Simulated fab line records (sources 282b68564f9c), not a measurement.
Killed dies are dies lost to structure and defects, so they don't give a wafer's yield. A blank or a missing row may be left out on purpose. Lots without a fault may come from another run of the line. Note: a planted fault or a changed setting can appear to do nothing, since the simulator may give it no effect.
fab line records | flow rit-cmos
[record] lots = 6 | wafers = 18 | last-day = 7
route steps=202 shown ACTIVE@1 FOX1@20 FOX2@23 M1@202
lots that met no fault: from a run of the same line without faults
start-h: hours from the record's first day to the start of the lot's first wafer shown | wait-h: hours from the lot's prior step to this one | " repeats the value in the row above | L1.1+2: several wafers, shown together as one row | - value missing, or start not given | * or withheld: withheld | < > ~ a bound
route shown NAME@n: NAME is a module with steps in the file, n the number in the route of the first one | usual: mean/standard deviation taken from wafers without a fault | same: alike in all rows | chamber/n: place in a boat | sites: the reading at each site | _std_site: the values' standard deviation | _edge_site: outer sites' mean less inner sites' | radius-mm: for every site, how far away it sits from the centre of the wafer | mask NAME#n: copy n | behind: the most recent tool/chamber to have shaped the wafer | hold: why the lot went on hold/how many hours it stayed there/how the hold came to an end | device: which transistor (n, p or np) failed to switch | end of line: tests run on the same wafers once the route is complete | a step without rows: its recipe alone | killed: count of dies lost to structure and defects at first sort (not the wafer's yield) | map: a wafer's dies, marking killed ones x, the rest . and places with no die _
set.NAME: the setting as run; set.NAME@STEP: as run at that earlier step | model.NAME: the simulator's own value behind a step, which no gauge read
certain route steps with their lots: each step a table, each wafer a row
services: the hour from which a tool's chamber was out of use, counted from the record's first day as start-h (under 0 if before that day), plus the number of hours and why
[[steps]]
[step RIT_ACTIVE_BOW_MEAS_00]
[recipe] mode = bow
[usual] INCOMING_BOW = -1/6.7
lot.wafer | tool          | chamber | start-h | wait-h | INCOMING_BOW[um]
L493.2    | film-metro-02 | -       | 30.02   | -      | 7
L493.4    | "             | -       | "       | "      | -13
L493.6    | "             | -       | "       | "      | -8
L497.1    | film-metro-01 | -       | 50.00   | -      | -11
L497.2    | "             | -       | "       | "      | 4
L497.5    | "             | -       | "       | "      | -1
L502.1    | film-metro-02 | -       | 75.00   | -      | -6
L502.4    | "             | -       | "       | "      | 1
L502.6    | "             | -       | "       | "      | -8
L503.1    | film-metro-02 | -       | 80.00   | -      | -3
L503.4    | "             | -       | "       | "      | -4
L503.6    | "             | -       | "       | "      | -4
L505.3    | film-metro-02 | -       | 90.04   | -      | -6
L505.5    | "             | -       | "       | "      | -3
L505.6    | "             | -       | "       | "      | -3
L510.2    | film-metro-01 | -       | 115.02  | -      | -3
L510.3    | "             | -       | "       | "      | 5
L510.4    | "             | -       | "       | "      | -5
[step RIT_ACTIVE_OXIDATION_01]
[recipe] temp-c = 1000 | ambient = O2 | target-thk-a = 468 | ox-time-s = 3360
[usual] spike-tc-centre-C = 1002.9/1.2 | spike-tc-source-C = 1024.2/2 | zone-power-source-pct = 33/3.5
lot.wafer | tool       | chamber | start-h | wait-h | spike-tc-centre-C | spike-tc-source-C | zone-power-source-pct | model.SiO2_of_ACTIVE_OXIDATION_01.thk-nm
L493.2    | furnace-01 | 0       | 31.10   | 1.1    | 1003.0            | 1023.0            | 35                    | 46.21
L493.4    | "          | 0       | "       | "      | 1002.0            | 1021.4            | 35                    | 45.94
L493.6    | "          | 0       | "       | "      | 1001.8            | 1022.6            | 35                    | 45.84
L497.1    | furnace-03 | 0       | 50.82   | 0.8    | 1003.2            | 1027.0            | 27                    | 46.77
L497.2    | "          | 0       | "       | "      | 1003.0            | 1026.6            | 27                    | 46.56
L497.5    | "          | 0       | "       | "      | 1003.5            | 1026.6            | 26                    | 46.31
L502.1    | furnace-03 | 0       | 75.12   | 0.1    | 1016.6            | 1040.2            | 27                    | 54.32
L502.4    | "          | 0       | "       | "      | 1016.7            | 1038.3            | 28                    | 54.05
L502.6    | "          | 0       | "       | "      | 1018.2            | 1039.7            | 27                    | 54.04
L503.1    | furnace-03 | 0       | 81.98   | 2.0    | 1016.2            | 1038.6            | 28                    | 53.89
L503.4    | "          | 0       | "       | "      | 1015.6            | 1038.4            | 27                    | 54.43
L503.6    | "          | 0       | "       | "      | 1015.2            | 1040.9            | 28                    | 53.68
L505.3    | furnace-04 | 0       | 90.95   | 0.9    | 1003.4            | 1024.9            | 34                    | 48.41
L505.5    | "          | 0       | "       | "      | 1003.7            | 1026.3            | 35                    | 48.23
L505.6    | "          | 0       | "       | "      | 1003.1            | 1027.0            | 35                    | 48.28
L510.2    | furnace-01 | 0       | 115.31  | 0.3    | 1001.4            | 1022.7            | 35                    | 46.35
L510.3    | "          | 0       | "       | "      | 1003.7            | 1022.6            | 35                    | 47.13
L510.4    | "          | 0       | "       | "      | 1004.0            | 1022.7            | 35                    | 46.89
[step RIT_ACTIVE_THK_MEAS_02]
[recipe] reads = SiO2_of_ACTIVE_OXIDATION_01
[usual] ACTIVE_OXIDE_THK = 47.1/0.67
lot.wafer | tool          | chamber | start-h | wait-h | ACTIVE_OXIDE_THK[nm]
L493.2    | film-metro-02 | -       | 33.04   | 0.0    | 46.2
L493.4    | "             | -       | "       | "      | 45.9
L493.6    | "             | -       | "       | "      | 45.8
L497.1    | film-metro-01 | -       | 52.76   | 0.0    | 46.7
L497.2    | "             | -       | "       | "      | 46.5
L497.5    | "             | -       | "       | "      | 46.3
L502.1    | film-metro-02 | -       | 77.05   | 0.0    | 54.3
L502.4    | "             | -       | "       | "      | 54.0
L502.6    | "             | -       | "       | "      | 54.0
L503.1    | film-metro-02 | -       | 83.91   | 0.0    | 53.9
L503.4    | "             | -       | "       | "      | 54.5
L503.6    | "             | -       | "       | "      | 53.7
L505.3    | film-metro-02 | -       | 92.91   | 0.0    | 48.4
L505.5    | "             | -       | "       | "      | 48.2
L505.6    | "             | -       | "       | "      | 48.3
L510.2    | film-metro-03 | -       | 117.25  | 0.0    | 46.3
L510.3    | "             | -       | "       | "      | 47.1
L510.4    | "             | -       | "       | "      | 46.9
[step RIT_ACTIVE_CVD_03]
[recipe] material = Si3N4 | target-thk-nm = 150 | temp-c = 810 | precursor = SiH2Cl2/NH3 | time-s = 1500 | pressure-mtorr = 300 | sih2cl2-flow-sccm = 60 | nh3-flow-sccm = 150
[step RIT_ACTIVE_THK_MEAS_04]
[recipe] reads = Si3N4_of_ACTIVE_CVD_03
[usual] ACTIVE_NITRIDE_THK = 149.6/1.3
lot.wafer | tool          | chamber | start-h | wait-h | ACTIVE_NITRIDE_THK[nm]
L493.2    | film-metro-03 | -       | 34.52   | 0.0    | 151.4
L493.4    | "             | -       | "       | "      | 150.4
L493.6    | "             | -       | "       | "      | 151.9
L497.1    | film-metro-03 | -       | 54.23   | 0.0    | 151.4
L497.2    | "             | -       | "       | "      | 151.9
L497.5    | "             | -       | "       | "      | 150.7
L502.1    | film-metro-02 | -       | 78.73   | 0.0    | 149.9
L502.4    | "             | -       | "       | "      | 149.7
L502.6    | "             | -       | "       | "      | 149.9
L503.1    | film-metro-02 | -       | 85.39   | 0.0    | 147.6
L503.4    | "             | -       | "       | "      | 147.4
L503.6    | "             | -       | "       | "      | 147.3
L505.3    | film-metro-02 | -       | 94.39   | 0.0    | 148.3
L505.5    | "             | -       | "       | "      | 148.8
L505.6    | "             | -       | "       | "      | 148.7
L510.2    | film-metro-01 | -       | 118.73  | 0.0    | 149.1
L510.3    | "             | -       | "       | "      | 149.9
L510.4    | "             | -       | "       | "      | 148.5
[step RIT_ACTIVE_HMDS_05]
[recipe] prime-time-s = 60 | prime-temp-c = 140
[step RIT_ACTIVE_COAT_06]
[recipe] resist = NOVOLAK | spin-rpm = 3210 | resist-thk-nm = 1000
[step RIT_ACTIVE_SOFTBAKE_07]
[recipe] resist = NOVOLAK | temp-c = 90 | time-s = 60
[step RIT_ACTIVE_EXPOSE_08]
[recipe] mask-id = M1 | na = 0.6 | source-shape = conventional | sigma-outer = 0.6 | target-cd-nm = 1400 | dose-mj = 225
[step RIT_ACTIVE_PEB_09]
[recipe] resist = NOVOLAK | temp-c = withheld | time-s = withheld
[step RIT_ACTIVE_DEVELOP_10]
[recipe] resist = NOVOLAK | develop-time-s = 50 | dev-temp-c = 23
[step RIT_ACTIVE_CD_MEAS_11]
[recipe] target-cd-nm = 1400
[usual] cd-nm = 1401.0/2.1
lot.wafer | tool      | chamber | start-h | wait-h | cd-nm
L493.2    | cd-sem-01 | -       | 35.52   | -      | 1398.6
L493.4    | "         | -       | "       | "      | 1400.9
L493.6    | "         | -       | "       | "      | 1401.3
L497.1    | cd-sem-01 | -       | 55.14   | -      | 1404.1
L497.2    | "         | -       | "       | "      | 1399.0
L497.5    | "         | -       | "       | "      | 1402.2
L502.1    | cd-sem-01 | -       | 79.64   | -      | 1399.5
L502.4    | "         | -       | "       | "      | 1401.4
L502.6    | "         | -       | "       | "      | 1401.5
L503.1    | cd-sem-01 | -       | 86.30   | -      | 1405.3
L503.4    | "         | -       | "       | "      | 1404.4
L503.6    | "         | -       | "       | "      | 1405.0
L505.3    | cd-sem-01 | -       | 95.31   | -      | 1399.5
L505.5    | "         | -       | "       | "      | 1401.4
L505.6    | "         | -       | "       | "      | 1400.9
L510.2    | cd-sem-01 | -       | 119.67  | -      | 1397.8
L510.3    | "         | -       | "       | "      | 1397.5
L510.4    | "         | -       | "       | "      | 1400.2
[step RIT_ACTIVE_HARDBAKE_12]
[recipe] resist = NOVOLAK | temp-c = 140 | time-s = 60
[step RIT_ACTIVE_ETCH_13]
[recipe] stop-on = SiO2 | chemistry = SF6 | target = Si3N4 | time-s = 210 | over-etch-frac = 0.3836 | SF6_flow_sccm = 200 | pressure-mtorr = 260 | rf-w = 125 | target-depth-a = 2100
[usual] drypump-motor-current-A = 5.7/0.52 | oes-product-au = 0.822/0.014 | throttle-valve-pct = 7.53/0.15
[same] over-etch-frac = 0.3836 | time-s = 210
lot.wafer | tool        | chamber | start-h | wait-h | drypump-motor-current-A | oes-product-au | rf-hours-counter-h | throttle-valve-pct
L493.2    | rie-diel-02 | 3       | 35.77   | 0.1    | 6.1                     | 0.810          | 51                 | 7.44
L493.4    | "           | 2       | "       | "      | 6.7                     | 0.822          | 128                | 7.68
L493.6    | "           | 0       | "       | "      | 5.7                     | 0.834          | -                  | 7.65
L497.1    | rie-diel-04 | 1       | 55.41   | 0.1    | 5.3                     | 0.820          | 8                  | 7.71
L497.2    | "           | 2       | "       | "      | 6.1                     | 0.832          | 14                 | 7.49
L497.5    | "           | 1       | "       | "      | 5.3                     | 0.812          | -                  | 7.70
L502.1    | rie-diel-02 | 2       | 79.91   | 0.1    | 6.7                     | 0.820          | 129                | 7.70
L502.4    | "           | 3       | "       | "      | 6.1                     | 0.817          | 52                 | 7.42
L502.6    | "           | 3       | "       | "      | 6.1                     | 0.813          | -                  | 7.41
L503.1    | rie-diel-02 | 3       | 86.57   | 0.1    | 6.1                     | 0.801          | 52                 | 7.44
L503.4    | "           | 0       | "       | "      | 5.7                     | 0.815          | 83                 | 7.66
L503.6    | "           | 3       | "       | "      | 6.0                     | 0.806          | -                  | 7.44
L505.3    | rie-diel-01 | 0       | 95.54   | 0.1    | 5.9                     | 0.841          | 123                | 7.68
L505.5    | "           | 0       | "       | "      | 5.9                     | 0.846          | -                  | 7.69
L505.6    | "           | 1       | "       | "      | 4.8                     | 0.831          | -                  | 7.37
L510.2    | rie-diel-04 | 0       | 119.92  | 0.1    | 6.1                     | 0.802          | 17                 | 7.39
L510.3    | "           | 3       | "       | "      | 5.1                     | 0.823          | 56                 | 7.44
L510.4    | "           | 2       | "       | "      | 6.1                     | 0.828          | 15                 | 7.46
[step RIT_ACTIVE_STRIP_14]
[recipe] chemistry = O2 | time-s = 180 | resist = NOVOLAK | platen-temp-c = withheld | power-w = 500 | pressure-mtorr = 4000 | o2-flow-sccm = 4000
[usual] drypump-motor-current-A = 5.6/0.6
[same] time-s = 180
lot.wafer | tool            | chamber | start-h | wait-h | drypump-motor-current-A | rf-hours-counter-h
L493.2    | plasma-asher-03 | 1       | 35.91   | 0.1    | 5.1                     | 23
L493.4    | "               | 1       | "       | "      | 5.1                     | -
L493.6    | "               | 1       | "       | "      | 5.1                     | -
L497.1    | plasma-asher-03 | 1       | 55.55   | 0.1    | 5.1                     | 25
L497.2    | "               | 0       | "       | "      | 6.1                     | 25
L497.5    | "               | 1       | "       | "      | 5.1                     | -
L502.1    | plasma-asher-03 | 0       | 80.04   | 0.1    | 6.1                     | 28
L502.4    | "               | 1       | "       | "      | 5.1                     | -
L502.6    | "               | 0       | "       | "      | 6.1                     | -
L503.1    | plasma-asher-03 | 1       | 86.70   | 0.1    | 5.1                     | 29
L503.4    | "               | 0       | "       | "      | 6.1                     | -
L503.6    | "               | 1       | "       | "      | 5.1                     | -
L505.3    | plasma-asher-02 | 0       | 95.74   | 0.1    | 4.6                     | -
L505.5    | "               | 0       | "       | "      | 4.6                     | -
L505.6    | "               | 1       | "       | "      | 6.4                     | -
L510.2    | plasma-asher-02 | 1       | 120.06  | 0.1    | 6.4                     | 0
L510.3    | "               | 1       | "       | "      | 6.4                     | -
L510.4    | "               | 0       | "       | "      | 4.6                     | -
[step RIT_ACTIVE_CD_MEAS_90]
[recipe] target-cd-nm = 1400
[usual] cd-nm = 1401.0/2.1
lot.wafer | tool      | chamber | start-h | wait-h | cd-nm
L493.2    | cd-sem-01 | -       | 36.10   | 0.1    | 1398.9
L493.4    | "         | -       | "       | "      | 1400.7
L493.6    | "         | -       | "       | "      | 1401.9
L497.1    | cd-sem-01 | -       | 55.72   | 0.1    | 1404.1
L497.2    | "         | -       | "       | "      | 1399.4
L497.5    | "         | -       | "       | "      | 1402.2
L502.1    | cd-sem-01 | -       | 80.22   | 0.1    | 1399.3
L502.4    | "         | -       | "       | "      | 1401.6
L502.6    | "         | -       | "       | "      | 1402.1
L503.1    | cd-sem-01 | -       | 86.87   | 0.1    | 1405.6
L503.4    | "         | -       | "       | "      | 1405.2
L503.6    | "         | -       | "       | "      | 1405.1
L505.3    | cd-sem-01 | -       | 95.89   | 0.1    | 1399.1
L505.5    | "         | -       | "       | "      | 1401.3
L505.6    | "         | -       | "       | "      | 1401.2
L510.2    | cd-sem-01 | -       | 120.25  | 0.1    | 1397.7
L510.3    | "         | -       | "       | "      | 1397.3
L510.4    | "         | -       | "       | "      | 1399.9
[step RIT_ACTIVE_CLEAN_15]
[recipe] chemistry = SC1 | mix = 3:3:50 | time-s = 600 | temp-c = 75
[step RIT_ACTIVE_CLEAN_16]
[recipe] chemistry = dHF | dilution = 50:1 | time-s = 30
[step RIT_ACTIVE_CLEAN_17]
[recipe] chemistry = SC2 | mix = 3:3:50 | time-s = 600 | temp-c = 75 | dry = n2-spin
[step RIT_FOX1_OXIDATION_00]
[recipe] temp-c = 1100 | ambient = H2O | target-thk-a = 3507 | p-h2o-torr = 720 | ox-time-s = 1130
[step RIT_FOX1_THK_MEAS_01]
[recipe] reads = SiO2_of_FOX1_OXIDATION_00
[usual] FOX1_OXIDE_THK = 353/7
lot.wafer | tool          | chamber | start-h | wait-h | FOX1_OXIDE_THK[nm]
L493.2    | film-metro-04 | -       | 39.20   | 0.0    | 359
L493.4    | "             | -       | "       | "      | 367
L493.6    | "             | -       | "       | "      | 362
L497.1    | film-metro-03 | -       | 57.55   | 0.0    | 336
L497.2    | "             | -       | "       | "      | 339
L497.5    | "             | -       | "       | "      | 344
L502.1    | film-metro-03 | -       | 83.72   | 0.0    | 347
L502.4    | "             | -       | "       | "      | 346
L502.6    | "             | -       | "       | "      | 346
L503.1    | film-metro-04 | -       | 88.71   | 0.0    | 361
L503.4    | "             | -       | "       | "      | 354
L503.6    | "             | -       | "       | "      | 362
L505.3    | film-metro-04 | -       | 97.69   | 0.0    | 349
L505.5    | "             | -       | "       | "      | 348
L505.6    | "             | -       | "       | "      | 353
L510.2    | film-metro-04 | -       | 123.49  | 0.0    | 367
L510.3    | "             | -       | "       | "      | 360
L510.4    | "             | -       | "       | "      | 358
[step RIT_FOX1_WET_ETCH_02]
[recipe] chemistry = BOE | target-depth-nm = 350 | time-s = 390 | temp-c = 21.5 | dry = n2-spin | dilution = 10:1 | target = SiO2
[step RIT_FOX2_OXIDATION_00]
[recipe] temp-c = 1100 | ambient = H2O | target-thk-a = 3507 | p-h2o-torr = 720 | ox-time-s = 1130
[step RIT_FOX2_THK_MEAS_01]
[recipe] reads = SiO2_of_FOX2_OXIDATION_00
[usual] FOX2_OXIDE_THK = 352/4.8
lot.wafer | tool          | chamber | start-h | wait-h | FOX2_OXIDE_THK[nm]
L493.2    | film-metro-03 | -       | 40.69   | 0.0    | 357
L493.4    | "             | -       | "       | "      | 358
L493.6    | "             | -       | "       | "      | 356
L497.1    | film-metro-03 | -       | 59.04   | 0.0    | 348
L497.2    | "             | -       | "       | "      | 346
L497.5    | "             | -       | "       | "      | 352
L502.1    | film-metro-01 | -       | 85.22   | 0.0    | 355
L502.4    | "             | -       | "       | "      | 361
L502.6    | "             | -       | "       | "      | 362
L503.1    | film-metro-03 | -       | 90.20   | 0.0    | 360
L503.4    | "             | -       | "       | "      | 363
L503.6    | "             | -       | "       | "      | 362
L505.3    | film-metro-03 | -       | 100.90  | 0.0    | 352
L505.5    | "             | -       | "       | "      | 352
L505.6    | "             | -       | "       | "      | 352
L510.2    | film-metro-01 | -       | 125.19  | 0.0    | 349
L510.3    | "             | -       | "       | "      | 349
L510.4    | "             | -       | "       | "      | 347
[step RIT_FOX2_CLEAN_02]
[recipe] chemistry = dHF | dilution = 50:1 | time-s = 180
[step RIT_FOX2_WET_ETCH_03]
[recipe] chemistry = H3PO4 | target = Si3N4 | target-depth-nm = 195 | temp-c = 165 | time-s = 2700
[same] time-s = 2700
lot.wafer | tool         | chamber | start-h | wait-h | model.SiO2_of_ACTIVE_OXIDATION_01.thk-nm
L493.2    | wet-bench-01 | 3       | 40.80   | 0.0    | 41.04
L493.4    | "            | 3       | "       | "      | 40.79
L493.6    | "            | 3       | "       | "      | 39.33
L497.1    | wet-bench-03 | 2       | 59.17   | 0.0    | 41.53
L497.2    | "            | 2       | "       | "      | 41.36
L497.5    | "            | 2       | "       | "      | 41.1
L502.1    | wet-bench-04 | 0       | 85.34   | 0.0    | 48.26
L502.4    | "            | 0       | "       | "      | 48.01
L502.6    | "            | 0       | "       | "      | 48.03
L503.1    | wet-bench-01 | 0       | 90.32   | 0.0    | 48.01
L503.4    | "            | 0       | "       | "      | 47.04
L503.6    | "            | 0       | "       | "      | 47.81
L505.3    | wet-bench-01 | 2       | 101.00  | 0.0    | 42.98
L505.5    | "            | 2       | "       | "      | 42.87
L505.6    | "            | 2       | "       | "      | 42.86
L510.2    | wet-bench-01 | 2       | 125.29  | 0.0    | 40.27
L510.3    | "            | 2       | "       | "      | 41.8
L510.4    | "            | 2       | "       | "      | 41.57
[step RIT_FOX2_THK_MEAS_90]
[recipe] reads = SiO2_of_FOX2_OXIDATION_00
[usual] FIELD_OXIDE_LEFT_1_THK = 325/4.8
lot.wafer | tool          | chamber | start-h | wait-h | FIELD_OXIDE_LEFT_1_THK[nm]
L493.2    | film-metro-04 | -       | 41.57   | 0.0    | 329
L493.4    | "             | -       | "       | "      | 331
L493.6    | "             | -       | "       | "      | 329
L497.1    | film-metro-04 | -       | 59.92   | 0.0    | 320
L497.2    | "             | -       | "       | "      | 319
L497.5    | "             | -       | "       | "      | 324
L502.1    | film-metro-04 | -       | 86.17   | 0.0    | 328
L502.4    | "             | -       | "       | "      | 333
L502.6    | "             | -       | "       | "      | 335
L503.1    | film-metro-04 | -       | 91.07   | 0.0    | 333
L503.4    | "             | -       | "       | "      | 336
L503.6    | "             | -       | "       | "      | 335
L505.3    | film-metro-04 | -       | 101.85  | 0.0    | 324
L505.5    | "             | -       | "       | "      | 325
L505.6    | "             | -       | "       | "      | 325
L510.2    | film-metro-01 | -       | 126.06  | 0.0    | 321
L510.3    | "             | -       | "       | "      | 322
L510.4    | "             | -       | "       | "      | 320
[step RIT_M1_PROBE_99]
[usual] killed_at_M0_to_M3 = 0.0/0.083 | killed-at-front-end = 6/3.2 | killed-dies = 7/3.2 | killed-on-rim = 1.7/1.4 | killed-open = 3.4/1.8 | killed-short = 3.2/2.3
[same] gross-dies = 264 | killed_at_M4_up = 0 | killed-at-back-side = 0 | killed-at-contacts = 0 | killed-at-other = 0
lot.wafer | tool      | chamber | start-h | wait-h | killed_at_M0_to_M3 | killed-at-front-end | killed-dies | killed-on-rim | killed-open | killed-short | model.etest.nldd.width-nm | model.etest.pldd.width-nm | model.etest.nplus-sal.width-nm | model.etest.pplus-sal.width-nm | model.etest.nmos-narrow.drive-ua-um | model.etest.pmos-narrow.drive-ua-um
L493.2    | prober-01 | -       | 79.16   | 0.1    | 0                  | 9                   | 9           | 3             | 7           | 2            | 3180                      | 3175                      | 3400                           | 3408                           | 223.8                               | 98.16
L493.4    | prober-01 | -       | 79.26   | 0.2    | 0                  | 5                   | 5           | 1             | 2           | 3            | 3149                      | 3176                      | 3434                           | 3429                           | 218.3                               | 95.7
L493.6    | prober-01 | -       | 79.36   | 0.2    | 0                  | 5                   | 5           | 1             | 4           | 1            | 3151                      | 3172                      | 3460                           | 3440                           | 220.8                               | 96.47
L497.1    | prober-01 | -       | 98.89   | 0.1    | 0                  | 3                   | 3           | 0             | 2           | 1            | 3181                      | 3194                      | 3485                           | 3462                           | 227.5                               | 99.44
L497.2    | prober-01 | -       | 98.94   | 0.1    | 0                  | 3                   | 3           | 2             | 3           | 0            | 3201                      | 3208                      | 3453                           | 3452                           | 228.9                               | 100.5
L497.5    | prober-01 | -       | 99.09   | 0.2    | 0                  | 4                   | 4           | 0             | 3           | 1            | 3200                      | 3186                      | 3455                           | 3459                           | 231.8                               | 103
L502.1    | prober-02 | -       | 128.03  | 0.1    | 0                  | 2                   | 2           | 0             | 2           | 0            | 3076                      | 3067                      | 3428                           | 3411                           | 190.2                               | 88.3
L502.4    | prober-02 | -       | 128.18  | 0.2    | 0                  | 4                   | 4           | 0             | 3           | 1            | 3072                      | 3073                      | 3418                           | 3385                           | 191.7                               | 88.14
L502.6    | prober-02 | -       | 128.28  | 0.2    | 0                  | 1                   | 1           | 0             | 1           | 0            | 3080                      | 3084                      | 3416                           | 3416                           | 192.4                               | 88.08
L503.1    | prober-01 | -       | 130.95  | 0.1    | 0                  | 3                   | 3           | 1             | 1           | 2            | 3064                      | 3069                      | 3410                           | 3414                           | 203.4                               | 88.96
L503.4    | prober-01 | -       | 131.10  | 0.2    | 0                  | 4                   | 4           | 0             | 2           | 2            | 3066                      | 3073                      | 3384                           | 3378                           | 188.9                               | 87.49
L503.6    | prober-01 | -       | 131.20  | 0.2    | 1                  | 4                   | 5           | 1             | 2           | 3            | 3071                      | 3064                      | 3405                           | 3404                           | 193.7                               | 85.45
L505.3    | prober-01 | -       | 138.33  | 0.2    | 0                  | 6                   | 6           | 1             | 3           | 3            | 3150                      | 3178                      | 3446                           | 3435                           | 217.1                               | 97.46
L505.5    | prober-01 | -       | 138.43  | 0.2    | 0                  | 4                   | 4           | 0             | 2           | 2            | 3173                      | 3150                      | 3445                           | 3439                           | 217                                 | 98.44
L505.6    | prober-01 | -       | 138.48  | 0.2    | 0                  | 4                   | 4           | 1             | 1           | 3            | 3175                      | 3160                      | 3419                           | 3403                           | 214.5                               | 98.91
L510.2    | prober-02 | -       | 167.32  | 0.1    | 0                  | 6                   | 6           | 1             | 3           | 3            | 3162                      | 3171                      | 3418                           | 3412                           | 221                                 | 99.36
L510.3    | prober-02 | -       | 167.37  | 0.2    | 0                  | 20                  | 20          | 6             | 8           | 12           | 3161                      | 3176                      | 3441                           | 3427                           | 225.5                               | 102.1
L510.4    | prober-02 | -       | 167.42  | 0.2    | 0                  | 5                   | 5           | 0             | 3           | 2            | 3173                      | 3156                      | 3452                           | 3423                           | 223.6                               | 98.96
// killed by level:class
L493.2 GATE:geometric-particle:open=4 FOX1:geometric-particle:open=2 GATE:geometric-particle:short=2 SPACER:geometric-particle:open=1
L493.4 GATE:geometric-particle:short=3 GATE:geometric-particle:open=1 SPACER:geometric-particle:open=1
L493.6 REOX:geometric-particle:open=2 FOX1:geometric-particle:short=1 FOX2:geometric-particle:open=1 GATE:geometric-particle:open=1
L497.1 GATE:geometric-particle:open=2 SPACER:geometric-particle:short=1
L497.2 GATE:geometric-particle:open=1 SPACER:geometric-particle:open=1 SILICIDE:geometric-particle:open=1
L497.5 GATE:geometric-particle:open=2 FOX2:geometric-particle:open=1 GATE:geometric-particle:short=1
L502.1 REOX:geometric-particle:open=1 SPACER:geometric-particle:open=1
L502.4 SPACER:geometric-particle:open=2 FOX1:geometric-particle:open=1 SPACER:geometric-particle:short=1
L502.6 GATE:geometric-particle:open=1
L503.1 GATE:geometric-particle:short=2 REOX:geometric-particle:open=1
L503.4 GATE:geometric-particle:open=1 GATE:geometric-particle:short=1 SPACER:geometric-particle:short=1 SILICIDE:geometric-particle:open=1
L503.6 FOX1:geometric-particle:short=1 GATE:geometric-particle:open=1 SPACER:geometric-particle:short=1 SILICIDE:geometric-particle:short=1 M1:geometric-particle:open=1
L505.3 GATE:geometric-particle:short=2 FOX1:geometric-particle:short=1 FOX1:geometric-particle:open=1 GATE:geometric-particle:open=1 REOX:geometric-particle:open=1
L505.5 FOX2:geometric-particle:open=1 GATE:geometric-particle:short=1 GATE:geometric-particle:open=1 REOX:geometric-particle:short=1
L505.6 SILICIDE:geometric-particle:short=1 GATE:geometric-particle:open=1 GATE:geometric-particle:short=1 REOX:geometric-particle:short=1
L510.2 GATE:geometric-particle:open=2 SILICIDE:geometric-particle:short=2 FOX2:geometric-particle:open=1 SPACER:geometric-particle:short=1
L510.3 GATE:geometric-particle:short=7 GATE:geometric-particle:open=6 REOX:geometric-particle:short=2 ACTIVE:geometric-particle:short=1 FOX1:geometric-particle:short=1 FOX2:geometric-particle:short=1 REOX:geometric-particle:open=1 SILICIDE:geometric-particle:open=1
L510.4 GATE:geometric-particle:short=2 REOX:geometric-particle:open=2 FOX2:geometric-particle:open=1
[[services]]
tool            | chamber | start-h | hours | kind
rie-diel-04     | 3       | 8.24    | 33.4  | repair
rie-diel-02     | -       | 18.54   | 14.6  | pm
furnace-03      | -       | 25.42   | 3.8   | repair
furnace-01      | -       | 34.11   | 3.3   | pm
rie-diel-04     | 0       | 40.23   | 6.9   | repair
rie-diel-02     | 1       | 43.86   | 9.4   | repair
rie-diel-04     | 0       | 81.76   | 17.9  | repair
rie-diel-02     | 0       | 87.69   | 5.5   | repair
rie-diel-01     | -       | 92.12   | 0.7   | repair
plasma-asher-02 | -       | 108.75  | 9.0   | pm
plasma-asher-02 | 0       | 108.75  | 9.0   | vent-cycle
plasma-asher-02 | 1       | 108.75  | 9.0   | vent-cycle
plasma-asher-03 | -       | 111.20  | 2.5   | repair
rie-diel-01     | -       | 115.59  | 14.6  | pm
plasma-asher-02 | 0       | 117.75  | -     | clean
plasma-asher-02 | 1       | 117.75  | -     | clean
[[key]]
[first-sign] step = RIT_ACTIVE_OXIDATION_01 | reading = spike-tc-centre-C | direction = up | sigmas = 11 | usual = 1002.9 | struck = 1016.4
[effect] step = RIT_ACTIVE_OXIDATION_01 | reading = spike-tc-source-C | direction = up | sigmas = 7.6 | usual = 1024.2 | struck = 1039.4
[effect] step = RIT_ACTIVE_THK_MEAS_02 | reading = ACTIVE_OXIDE_THK | direction = up | sigmas = 10 | usual = 47.1 | struck = 54.1
[model-effect] step = RIT_ACTIVE_OXIDATION_01 | value = SiO2_of_ACTIVE_OXIDATION_01.thk-nm | without = 47.83 | struck = 54.07
[model-effect] step = RIT_FOX2_WET_ETCH_03 | value = SiO2_of_ACTIVE_OXIDATION_01.thk-nm | without = 42.31 | struck = 47.86
[model-effect] step = RIT_M1_PROBE_99 | value = etest.nldd.width-nm | without = 3145 | struck = 3072
met-at RIT_ACTIVE_OXIDATION_01
struck-wafers L502.1,L502.4,L502.6,L503.1,L503.4,L503.6
tester-left-out L502,L503
onset-between 50.82 75.12
[fault] kind = process-parameter-drift | tool = furnace-03 | chamber = - | onset-h = 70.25 | steps = RIT_ACTIVE_OXIDATION_01 | channel = temp-c | offset = * | shape = step | end-h = 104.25 | acts-in = * | stated = *
// tester-left-out: of these lots the tester's yield and bins aren't shown, on N5 and GAA mostly nor the transistor test; their killed dies are dies lost to structure and defects alone, not to doping, threshold or leakage, so they don't give the yield
